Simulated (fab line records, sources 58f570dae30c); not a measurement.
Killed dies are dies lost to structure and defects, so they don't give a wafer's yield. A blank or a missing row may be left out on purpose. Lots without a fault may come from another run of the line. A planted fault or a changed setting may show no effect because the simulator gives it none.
fab line records | flow berkeley_cmos170
record lots=5 wafers=23
route steps=331 shown NWELL@18 PWELL@39 ACTIVE@68 FIELD@90 NVT@105 PVT@123
start_h: hours from the record's first day to the start of the lot's first wafer shown | wait_h: hours since the lot's step before | " the same as in the row above | L1.1+2: a row that stands for several wafers | - no value, or no start given | * or withheld: withheld | < > ~ a bound
route shown NAME@n: a module of which the file shows steps, and the number in the route of the first | usual: mean/standard deviation of fault-free wafers | same: alike in all rows | chamber/n: place in a boat | sites: the reading at each site | _std_site: their standard deviation | _edge_site: outer sites' mean less inner sites' | radius_mm: how far each site lies from the wafer's centre | mask NAME#n: copy n | behind: the tool/chamber that last shaped the wafer | hold: why the lot was held/for how many hours/how that ended | device: the transistor (n, p or np) that didn't switch | end of line: the same wafers' tests at the end of the route | a step without rows: its recipe alone | killed: dies lost to structure and defects at the first sort, not the wafer's yield | map: a wafer's dies, x killed, . not, _ none there
set.NAME: the setting as run; set.NAME@STEP: as run at that earlier step | model.NAME: the simulator's own value behind a step, which no gauge read
lots whose settings were changed on purpose; a table a step, a row a wafer
## steps
# step UCB170_NWELL_CVD_04
# recipe material=Si3N4 target_thk_nm=224 temp_c=800 precursor=SiH2Cl2/NH3 time_s=3360 pressure_mtorr=200 sih2cl2_flow_sccm=25 nh3_flow_sccm=75
# columns lot.wafer tool chamber start_h wait_h set.pressure_mtorr model.Si3N4_of_NWELL_CVD_04.thk_nm
L079.1 - - - 0.5 200 224.2
L079.2 " - " " 200 224
L079.4 " - " " 200 224.7
L079.5 " - " " 200 226.3
L079.6 " - " " 200 225.6
L080.1 - - - 0.7 188.1 218.5
L080.2 " - " " 188.1 221.5
L080.3 " - " " 188.1 222.8
L080.5 " - " " 188.1 221.1
L080.6 " - " " 188.1 223.1
L083.1 - - - 0.0 224.2 235.2
L083.2 " - " " 224.2 235.8
L083.4 " - " " 224.2 236.1
L083.5 " - " " 224.2 236.2
L083.6 " - " " 224.2 235.3
L084.1 - - - 0.5 192.5 223.3
L084.2 " - " " 192.5 223.4
L084.3 " - " " 192.5 223.2
L084.4 " - " " 192.5 223.8
L084.5 " - " " 192.5 223
L085.1 lpcvd-02 1 89.35 0.0 200 224.7
L085.2+6 " 1 " " 200 224.2
# step UCB170_NWELL_THK_MEAS_05
# recipe reads=Si3N4_of_NWELL_CVD_04
# usual NWELL_NITRIDE_THK=226.2/1.8
# columns lot.wafer tool chamber start_h wait_h set.pressure_mtorr@NWELL_CVD_04 NWELL_NITRIDE_THK[nm]
L079.1 film_metro-03 - - - 200 224.1
L079.2 " - " " 200 224.1
L079.4 " - " " 200 224.7
L079.5 " - " " 200 226.3
L079.6 " - " " 200 225.7
L080.1 film_metro-03 - - - 188.1 218.6
L080.2 " - " " 188.1 221.4
L080.3 " - " " 188.1 222.7
L080.5 " - " " 188.1 221.0
L080.6 " - " " 188.1 223.2
L083.1 film_metro-02 - - - 224.2 235.1
L083.2 " - " " 224.2 235.9
L083.4 " - " " 224.2 236.1
L083.5 " - " " 224.2 236.2
L083.6 " - " " 224.2 235.3
L084.1 film_metro-03 - - - 192.5 223.5
L084.2 " - " " 192.5 223.4
L084.3 " - " " 192.5 223.1
L084.4 " - " " 192.5 223.9
L084.5 " - " " 192.5 222.9
L085.1 film_metro-03 - 91.28 0.0 200 224.7
L085.2 " - " " 200 224.2
L085.6 " - " " 200 224.2
# step UCB170_NWELL_DEVELOP_11
# recipe developer=TMAH develop_time_s=45 resist=KrF dev_temp_c=21
# columns lot.wafer tool chamber start_h wait_h set.dev_temp_c
L079.1+6 litho_track-04 0 - - 18.67
L079.2+4+5 " 0 " " 21
L080.1+2+3+5+6 litho_track-04 0 - - 21
L083.1+2+6 litho_track-04 0 - - 21
L083.4+5 " 0 " " 18.13
L084.1+2+3+4+5 litho_track-03 0 - - 21
L085.1+2+6 litho_track-01 0 - - 21
# step UCB170_NWELL_ETCH_13
# recipe chemistry=CH3F/Ar/O2 target=Si3N4 stop_on=SiO2 CH3F_flow_sccm=20 Ar_flow_sccm=50 O2_flow_sccm=7 pressure_mtorr=50 rf_w=450 target_depth_a=2464 over_etch_frac=0.1 time_s=154
# columns lot.wafer tool chamber start_h wait_h set.pressure_mtorr@NWELL_CVD_04 model.etch.depth_nm
L079.1 rie_diel-03 3 53.74 0.0 200 224.2
L079.2 " 1 " " 200 224
L079.4 " 0 " " 200 224.7
L079.5 " 2 " " 200 226.3
L079.6 " 3 " " 200 225.6
L080.1 rie_diel-04 3 64.93 0.0 188.1 218.5
L080.2 " 1 " " 188.1 221.5
L080.3+5 " 0 " " 188.1 -
L080.6 " 3 " " 188.1 223.1
L083.1 rie_diel-04 0 82.98 0.0 224.2 235.2
L083.2+5 " 3,1 " " 224.2 -
L083.4 " 1 " " 224.2 236.1
L083.6 " 2 " " 224.2 235.3
L084.1+3+5 rie_diel-03 3,2,3 88.69 0.0 192.5 -
L084.2 " 0 " " 192.5 223.4
L084.4 " 1 " " 192.5 223.8
L085.1 rie_diel-03 2 92.80 0.0 200 224.7
L085.2+6 " 3,0 " " 200 224.2
# step UCB170_PWELL_CVD_05
# recipe material=Si3N4 target_thk_nm=220 temp_c=800 precursor=SiH2Cl2/NH3 time_s=3300 pressure_mtorr=200 sih2cl2_flow_sccm=25 nh3_flow_sccm=75
# columns lot.wafer tool chamber start_h wait_h set.sih2cl2_flow_sccm model.Si3N4_of_PWELL_CVD_05.thk_nm
L079.1 - - - 1.5 26.28 226.9
L079.2 " - " " 26.28 228.5
L079.4 " - " " 26.28 227.9
L079.5 " - " " 26.28 229.5
L079.6 " - " " 26.28 229.2
L080.1 - - - 0.0 22.52 215
L080.2 " - " " 22.52 213.8
L080.3 " - " " 22.52 214.4
L080.5 " - " " 22.52 215.4
L080.6 " - " " 22.52 215.2
L083.1 - - - 0.0 22.47 212.3
L083.2 " - " " 22.47 212.5
L083.4 " - " " 22.47 210.1
L083.5 " - " " 22.47 210.9
L083.6 " - " " 22.47 212.1
L084.1 - - - 0.0 26.65 223.2
L084.2 " - " " 26.65 223.9
L084.3 " - " " 26.65 222.4
L084.4 " - " " 26.65 221.7
L084.5 " - " " 26.65 223
L085.1 lpcvd-01 1 108.49 0.0 25 219.9
L085.2 " 1 " " 25 218.1
L085.6 " 1 " " 25 218.9
# step UCB170_PWELL_IMPLANT_15
# recipe species=B dose_cm2=5e+12 energy_kev=60 tilt_deg=7
# columns lot.wafer tool chamber start_h wait_h set.energy_kev model.implant.rp_nm model.implant.drp_nm
L079.1+2+5 implanter-03 0 74.60 0.1 61.35 192.8 65.46
L079.4+6 " 0 " " 60 188.2 64.7
L080.1+3 implanter-01 0 85.52 0.1 61.29 194.5 65.43
L080.2+5+6 " 0 " " 60 190 64.7
L083.1+6 implanter-03 0 104.46 0.1 60 183 64.7
L083.2+4+5 " 0 " " 61.33 187.4 65.45
L085.1+2+6 implanter-01 0 111.63 0.1 60 190.5 64.7
L084.1+3+4 implanter-03 0 111.90 0.1 60 189.6 64.7
L084.2+5 " 0 " " 63.45 204 66.62
# step UCB170_ACTIVE_COAT_08
# recipe resist=KrF spin_rpm=1500 resist_thk_nm=900
# columns lot.wafer tool chamber start_h wait_h set.resist_thk_nm model.KrF_of_ACTIVE_COAT_08.thk_nm
L079.1 litho_track-03 0 107.98 0.1 942.2 946.1
L079.2 " 0 " " 900 902.9
L079.4 " 0 " " 942.2 942.7
L079.5 " 0 " " 900 902.3
L079.6 " 0 " " 900 901.2
L080.1 litho_track-04 0 121.25 0.1 900 902.2
L080.2 " 0 " " 900 902.5
L080.3 " 0 " " 900 900.6
L080.5+6 " 0 " " 900 901.1
L083.1 litho_track-02 0 139.71 0.1 900 901
L083.2 " 0 " " 900 901.6
L083.4 " 0 " " 900 903.1
L083.5 " 0 " " 900 902.7
L083.6 " 0 " " 900 903.2
L085.1 litho_track-04 0 139.71 0.1 900 901.8
L085.2 " 0 " " 900 901.1
L085.6 " 0 " " 900 900.7
L084.1 litho_track-04 0 153.26 0.1 858.6 856.9
L084.2 " 0 " " 900 899.2
L084.3 " 0 " " 858.6 858.1
L084.4 " 0 " " 900 897.7
L084.5 " 0 " " 858.6 858.9
# step UCB170_ACTIVE_PEB_11
# recipe peb_temp_c=130 peb_time_s=withheld resist=KrF
# columns lot.wafer tool chamber start_h wait_h set.peb_temp_c
L079.1+2+6 litho_track-02 0 108.52 0.1 127.3
L079.4+5 " 0 " " 130
L080.1+5 litho_track-03 0 122.00 0.4 130
L080.2+3+6 " 0 " " 127.3
L083.1+2+4+5+6 litho_track-03 0 140.29 0.1 130
L085.1+2+6 litho_track-04 0 140.49 0.1 130
L084.1+2+3+4+5 litho_track-04 0 153.81 0.1 130
# step UCB170_ACTIVE_DEVELOP_12
# recipe developer=TMAH develop_time_s=45 resist=KrF dev_temp_c=21
# step UCB170_ACTIVE_CD_MEAS_13
# recipe target_cd_nm=1200
# usual cd_nm=1199.6/1.4
# columns lot.wafer tool chamber start_h wait_h set.peb_temp_c@ACTIVE_PEB_11 cd_nm
L079.1 cd_sem-02 - 108.80 - 127.3 1220.3
L079.2 " - " " 127.3 1219.8
L079.4 " - " " 130 1201.3
L079.5 " - " " 130 1196.9
L079.6 " - " " 127.3 1217.9
L080.1 cd_sem-02 - 122.28 - 130 1202.2
L080.2 " - " " 127.3 1222.2
L080.3 " - " " 127.3 1220.4
L080.5 " - " " 130 1201.2
L080.6 " - " " 127.3 1221.3
L083.1 cd_sem-01 - 140.56 - 130 1197.0
L083.2 " - " " 130 1197.5
L083.4 " - " " 130 1198.4
L083.5 " - " " 130 1197.9
L083.6 " - " " 130 1197.0
L085.1 cd_sem-02 - 140.76 - 130 1200.9
L085.2 " - " " 130 1200.5
L085.6 " - " " 130 1201.4
L084.1 cd_sem-02 - 154.08 - 130 1198.4
L084.2 " - " " 130 1198.8
L084.3 " - " " 130 1196.0
L084.4 " - " " 130 1198.0
L084.5 " - " " 130 1196.3
# step UCB170_ACTIVE_ETCH_15
# recipe chemistry=CH3F/Ar/O2 target=Si3N4 stop_on=SiO2 CH3F_flow_sccm=20 Ar_flow_sccm=50 O2_flow_sccm=7 pressure_mtorr=50 rf_w=450 target_depth_a=2420 over_etch_frac=0.1 time_s=151
# columns lot.wafer tool chamber start_h wait_h set.resist_thk_nm@ACTIVE_COAT_08 set.peb_temp_c@ACTIVE_PEB_11 model.ACTIVE.cd_nm model.KrF_of_ACTIVE_COAT_08.thk_nm
L079.1 rie_diel-04 3 108.95 0.0 942.2 127.3 1221 773.1
L079.2 " 1 " " 900 127.3 - 727.3
L079.4 " 2 " " 942.2 130 1201 765.3
L079.5 " 3 " " 900 130 1197 727.7
L079.6 " 0 " " 900 127.3 1218 730
L080.1 rie_diel-04 0 122.44 0.0 900 130 1202 732.1
L080.2 " 1 " " 900 127.3 1222 728.4
L080.3 " 3 " " 900 127.3 1220 727.4
L080.5 " 0 " " 900 130 1201 731.1
L080.6 " 3 " " 900 127.3 1222 729.5
L083.1 rie_diel-04 2 140.72 0.0 900 130 1197 723.7
L083.2 " 1 " " 900 130 1197 726.2
L083.4 " 0 " " 900 130 1199 731.8
L083.5 " 2 " " 900 130 1198 724.2
L083.6 " 1 " " 900 130 1197 727.9
L085.1 rie_diel-01 3 140.92 0.0 900 130 1201 726.6
L085.2 " 0 " " 900 130 1200 724.6
L085.6 " 0 " " 900 130 1201 723.3
L084.1 rie_diel-01 0 154.24 0.0 858.6 130 1198 681.4
L084.2 " 3 " " 900 130 1200 724.2
L084.3 " 1 " " 858.6 130 1196 681.4
L084.4 " 2 " " 900 130 1198 718.8
L084.5 " 3 " " 858.6 130 1196 684.9
# step UCB170_ACTIVE_STRIP_16
# recipe chemistry=O2 power_w=400 pressure_mtorr=3500 platen_temp_c=withheld o2_flow_sccm=400 overash_fraction=0.5
# usual strip_time_to_endpoint_s=18.12/0.087
# columns lot.wafer tool chamber start_h wait_h set.resist_thk_nm@ACTIVE_COAT_08 strip_time_to_endpoint_s
L079.1 plasma_asher-02 0 109.05 0.1 942.2 19.26
L079.2 " 1 " " 900 18.14
L079.4 " 1 " " 942.2 19.07
L079.5 " 1 " " 900 18.16
L079.6 " 0 " " 900 18.24
L080.1 plasma_asher-02 0 122.54 0.1 900 18.26
L080.2 " 1 " " 900 18.17
L080.3 " 0 " " 900 18.15
L080.5 " 1 " " 900 18.26
L080.6 " 0 " " 900 18.20
L083.1 plasma_asher-02 0 140.82 0.1 900 18.08
L083.2 " 1 " " 900 18.13
L083.4 " 1 " " 900 18.27
L083.5 " 0 " " 900 18.07
L083.6 " 1 " " 900 18.17
L085.1 plasma_asher-04 0 141.02 0.1 900 18.14
L085.2 " 1 " " 900 18.08
L085.6 " 0 " " 900 18.08
L084.1 plasma_asher-02 1 154.34 0.1 858.6 17.05
L084.2 " 0 " " 900 18.08
L084.3 " 1 " " 858.6 17.07
L084.4 " 0 " " 900 17.95
L084.5 " 1 " " 858.6 17.15
# step UCB170_ACTIVE_CD_MEAS_90
# recipe target_cd_nm=1200
# usual cd_nm=1199.6/1.3
# columns lot.wafer tool chamber start_h wait_h set.peb_temp_c@ACTIVE_PEB_11 cd_nm
L079.1 cd_sem-01 - 109.15 0.1 127.3 1220.6
L079.2 " - " " 127.3 1219.9
L079.4 " - " " 130 1201.3
L079.5 " - " " 130 1197.1
L079.6 " - " " 127.3 1218.1
L080.1 cd_sem-02 - 122.64 0.1 130 1202.3
L080.2 " - " " 127.3 1222.0
L080.3 " - " " 127.3 1220.8
L080.5 " - " " 130 1201.4
L080.6 " - " " 127.3 1221.5
L083.1 cd_sem-01 - 140.92 0.1 130 1197.0
L083.2 " - " " 130 1197.1
L083.4 " - " " 130 1198.4
L083.5 " - " " 130 1197.8
L083.6 " - " " 130 1197.6
L085.1 cd_sem-02 - 141.12 0.1 130 1201.3
L085.2 " - " " 130 1200.4
L085.6 " - " " 130 1201.3
L084.1 cd_sem-01 - 154.44 0.1 130 1198.1
L084.2 " - " " 130 1199.7
L084.3 " - " " 130 1196.0
L084.4 " - " " 130 1198.6
L084.5 " - " " 130 1196.5
# step UCB170_FIELD_OXIDATION_01
# recipe temp_c=1000 ambient=H2O p_h2o_torr=584.62 target_thk_a=5583 ox_time_s=7200
# columns lot.wafer tool chamber start_h wait_h set.ox_time_s model.SiO2_of_FIELD_OXIDATION_01.thk_nm
L079.1 - - - 4.5 8116 594.9
L079.2 " - " " 8116 593
L079.4 " - " " 8116 590.6
L079.5 " - " " 8116 587.2
L079.6 " - " " 8116 590.8
L080.1 - - - 6.5 7200 572.3
L080.2 " - " " 7200 572.5
L080.3 " - " " 7200 559.2
L080.5 " - " " 7200 565.4
L080.6 " - " " 7200 561.5
L083.1 - - - 3.5 6837 528.8
L083.2 " - " " 6837 529.5
L083.4 " - " " 6837 534.5
L083.5 " - " " 6837 537.1
L083.6 " - " " 6837 539
L085.1 furnace-04 0 146.32 2.6 7200 547.1
L085.2 " 0 " " 7200 546.3
L085.6 " 0 " " 7200 543.4
L084.1 - - - 3.2 7609 584.6
L084.2 " - " " 7609 589.2
L084.3 " - " " 7609 594.8
L084.4 " - " " 7609 589.1
L084.5 " - " " 7609 595.3
# step UCB170_NVT_COAT_01
# recipe resist=KrF spin_rpm=1500 resist_thk_nm=900
# columns lot.wafer tool chamber start_h wait_h set.spin_rpm model.KrF_of_NVT_COAT_01.thk_nm
L079.1 litho_track-01 0 148.69 0.1 1500 897.6
L079.2 " 0 " " 1500 898.3
L079.4 " 0 " " 1500 899.8
L079.5 " 0 " " 1439 917.1
L079.6 " 0 " " 1439 917.6
L080.1 litho_track-03 0 163.80 0.1 1537 888.6
L080.2 " 0 " " 1500 898.6
L080.3 " 0 " " 1537 888.5
L080.5 " 0 " " 1500 901.6
L080.6 " 0 " " 1537 890.3
L085.1 litho_track-03 0 176.17 0.1 1500 899.4
L085.2 " 0 " " 1500 897.3
L085.6 " 0 " " 1500 900.2
L083.1 litho_track-04 0 176.38 0.1 1500 901.1
L083.2 " 0 " " 1544 888
L083.4 " 0 " " 1500 903.8
L083.5 " 0 " " 1500 905.3
L083.6 " 0 " " 1544 890
L084.1 litho_track-01 0 186.62 0.1 1500 894.8
L084.2 " 0 " " 1544 882.4
L084.3 " 0 " " 1544 878.7
L084.4 " 0 " " 1500 893.6
L084.5 " 0 " " 1500 896.4
# step UCB170_NVT_IMPLANT_07
# recipe species=BF2 dose_cm2=3e+12 energy_kev=50 tilt_deg=7
# columns lot.wafer tool chamber start_h wait_h set.dose_cm2
L079.1+2+4+5+6 implanter-04 0 149.54 0.0 3e+12
L080.1+2+3 implanter-02 0 164.86 0.0 3e+12
L080.5+6 " 0 " " 2.895e+12
L085.1+2+6 implanter-03 0 177.06 0.0 3e+12
L083.1+2+4+5+6 implanter-02 0 177.33 0.0 3e+12
L084.1+2+3+4+5 implanter-03 0 187.44 0.0 3e+12
# step UCB170_NVT_STRIP_08
# recipe chemistry=O2 power_w=400 pressure_mtorr=3500 platen_temp_c=withheld o2_flow_sccm=400 overash_fraction=0.5
# usual strip_time_to_endpoint_s=21.65/0.073
# columns lot.wafer tool chamber start_h wait_h set.spin_rpm@NVT_COAT_01 strip_time_to_endpoint_s
L079.1 plasma_asher-02 0 149.69 0.1 1500 21.56
L079.2 " 1 " " 1500 21.60
L079.4 " 0 " " 1500 21.63
L079.5 " 0 " " 1439 22.05
L079.6 " 1 " " 1439 22.05
L080.1 plasma_asher-03 0 165.01 0.1 1537 21.36
L080.2 " 1 " " 1500 21.58
L080.3 " 0 " " 1537 21.35
L080.5 " 0 " " 1500 21.66
L080.6 " 1 " " 1537 21.40
L085.1 plasma_asher-04 0 177.21 0.1 1500 21.62
L085.2 " 1 " " 1500 21.58
L085.6 " 0 " " 1500 21.63
L083.1 plasma_asher-02 1 177.48 0.1 1500 21.64
L083.2 " 0 " " 1544 21.34
L083.4 " 1 " " 1500 21.73
L083.5 " 1 " " 1500 21.75
L083.6 " 0 " " 1544 21.38
L084.1 plasma_asher-03 0 187.59 0.1 1500 21.50
L084.2 " 1 " " 1544 21.20
L084.3 " 1 " " 1544 21.11
L084.4 " 0 " " 1500 21.46
L084.5 " 0 " " 1500 21.55
# step UCB170_PVT_STRIP_08
# recipe chemistry=O2 power_w=400 pressure_mtorr=3500 platen_temp_c=withheld o2_flow_sccm=400 overash_fraction=0.5
# usual strip_time_to_endpoint_s=21.65/0.061
# columns lot.wafer tool chamber start_h wait_h set.o2_flow_sccm strip_time_to_endpoint_s
L079.1 plasma_asher-02 1 151.39 0.1 400 21.82
L079.2 " 0 " " 400 21.65
L079.4 " 0 " " 354.4 22.14
L079.5 " 1 " " 354.4 22.15
L079.6 " 0 " " 354.4 22.00
L080.1 plasma_asher-02 0 167.74 0.1 384.3 21.79
L080.2 " 1 " " 384.3 21.80
L080.3 " 1 " " 400 21.59
L080.5 " 1 " " 400 21.65
L080.6 " 0 " " 400 21.67
L085.1 plasma_asher-02 1 180.05 0.1 400 21.69
L085.2 " 0 " " 400 21.74
L085.6 " 1 " " 400 21.63
L083.1 plasma_asher-02 1 180.16 0.1 400 21.66
L083.2 " 0 " " 400 21.62
L083.4 " 0 " " 400 21.68
L083.5 " 0 " " 459.7 21.21
L083.6 " 1 " " 459.7 21.21
L084.1 plasma_asher-01 0 188.96 0.1 400 21.68
L084.2 " 1 " " 370.7 21.91
L084.3 " 1 " " 370.7 21.88
L084.4 " 0 " " 400 21.68
L084.5 " 1 " " 370.7 21.98
## key
split step=UCB170_NWELL_CVD_04 setting=pressure_mtorr stated=200 by=lot
response step=UCB170_NWELL_CVD_04 reading=model.Si3N4_of_NWELL_CVD_04.thk_nm change=+0.796 per=1% r=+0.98
response step=UCB170_NWELL_THK_MEAS_05 reading=NWELL_NITRIDE_THK change=+0.796 per=1% r=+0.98
response step=UCB170_NWELL_ETCH_13 reading=model.etch.depth_nm change=+0.802 per=1% r=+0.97
split step=UCB170_NWELL_DEVELOP_11 setting=dev_temp_c stated=21 by=wafer
response none clear
split step=UCB170_PWELL_CVD_05 setting=sih2cl2_flow_sccm stated=25 by=lot
response step=UCB170_PWELL_CVD_05 reading=model.Si3N4_of_PWELL_CVD_05.thk_nm change=+0.757 per=1% r=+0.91
split step=UCB170_PWELL_IMPLANT_15 setting=energy_kev stated=60 by=wafer
response step=UCB170_PWELL_IMPLANT_15 reading=model.implant.rp_nm change=+2.36 per=1% r=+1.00
response step=UCB170_PWELL_IMPLANT_15 reading=model.implant.drp_nm change=+0.336 per=1% r=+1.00
split step=UCB170_ACTIVE_COAT_08 setting=resist_thk_nm stated=900 by=wafer
response step=UCB170_ACTIVE_COAT_08 reading=model.KrF_of_ACTIVE_COAT_08.thk_nm change=+8.91 per=1% r=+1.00
response step=UCB170_ACTIVE_ETCH_15 reading=model.KrF_of_ACTIVE_COAT_08.thk_nm change=+8.59 per=1% r=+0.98
response step=UCB170_ACTIVE_STRIP_16 reading=strip_time_to_endpoint_s change=* per=1% r=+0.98
split step=UCB170_ACTIVE_PEB_11 setting=peb_temp_c stated=130 by=wafer
response step=UCB170_ACTIVE_CD_MEAS_13 reading=cd_nm change=-9.57 per=1% r=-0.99
response step=UCB170_ACTIVE_ETCH_15 reading=model.ACTIVE.cd_nm change=-9.6 per=1% r=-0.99
response step=UCB170_ACTIVE_CD_MEAS_90 reading=cd_nm change=-9.6 per=1% r=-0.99
split step=UCB170_FIELD_OXIDATION_01 setting=ox_time_s stated=7200 by=lot
response step=UCB170_FIELD_OXIDATION_01 reading=model.SiO2_of_FIELD_OXIDATION_01.thk_nm change=+3.36 per=1% r=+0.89
split step=UCB170_NVT_COAT_01 setting=spin_rpm stated=1500 by=wafer
response step=UCB170_NVT_COAT_01 reading=model.KrF_of_NVT_COAT_01.thk_nm change=-4.72 per=1% r=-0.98
response step=UCB170_NVT_STRIP_08 reading=strip_time_to_endpoint_s change=* per=1% r=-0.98
split step=UCB170_NVT_IMPLANT_07 setting=dose_cm2 stated=3e+12 by=wafer
response none clear
split step=UCB170_PVT_STRIP_08 setting=o2_flow_sccm stated=400 by=wafer
response step=UCB170_PVT_STRIP_08 reading=strip_time_to_endpoint_s change=* per=1% r=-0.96
